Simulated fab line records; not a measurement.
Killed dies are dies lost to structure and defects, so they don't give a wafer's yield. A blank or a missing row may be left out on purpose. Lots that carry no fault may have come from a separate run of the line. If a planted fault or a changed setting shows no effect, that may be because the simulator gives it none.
2 desks looking at one fault | flow berkeleyCmos170 | each desk has only its own numbers; what lay behind them comes last

FROM THE METROLOGY DESK
Lot by lot, what the gauges showed, no matter which tool ran the lot: averages of those sampled wafers that carry a number. Any lot whose mean is over 4 standard deviations away from the usual mean is out of limits and marked OUT; that distance is given in the brackets.
Columns: A = M3_OVL at UCB170_M3_OVL_MEAS_16, usual 4 nm; B = M3_BOW at UCB170_M3_BOW_MEAS_20, usual 36 um
lot  | first seen here | A  | B
L345 | day 8 16:56     | 3  | 38
L344 | day 8 17:13     | 3  | 35
L349 | day 9 09:43     | -4 | 39
L348 | day 9 10:54     | 6  | 37
L347 | day 9 11:37     | 1  | 24
L346 | day 9 15:28     | 6  | 40
L350 | day 9 20:38     | 4  | 31
L355 | day 10 17:55    | 2  | 31
L361 | day 11 09:00    | 2  | 44
L358 | day 11 10:23    | 10 | 29
L360 | day 12 01:11    | 9  | 45
L364 | day 12 01:40    | 6  | 32
L366 | day 13 00:04    | 2  | 35
L367 | day 13 04:44    | -1 | 37
This desk found nothing out of limits on any of the 14 lots.

DESK OF THE TOOL OWNER: pecvd-03
The tool's own readings at UCB170_V1_CVD_00 (deposits SiO2 from TEOS/O2, target thk 2000 nm, time 250 s): means of the sampled wafers that have a number, for each lot that ran on this tool. Any lot whose mean is over 4 standard deviations away from the usual mean is out of limits and marked OUT; that distance is given in the brackets.
Columns: A = heaterPowerW at UCB170_V1_CVD_00, usual 239 W
lot  | first seen here | A
L347 | day 8 22:23     | 271
L350 | day 9 06:19     | 264
L355 | day 10 07:25    | 265
This desk found nothing out of limits on any of the 3 lots.

PUT TOGETHER
The metrology desk saw nothing out of limits.
The tool owner's desk saw nothing out of limits.

WHAT THE SIMULATOR PUT IN
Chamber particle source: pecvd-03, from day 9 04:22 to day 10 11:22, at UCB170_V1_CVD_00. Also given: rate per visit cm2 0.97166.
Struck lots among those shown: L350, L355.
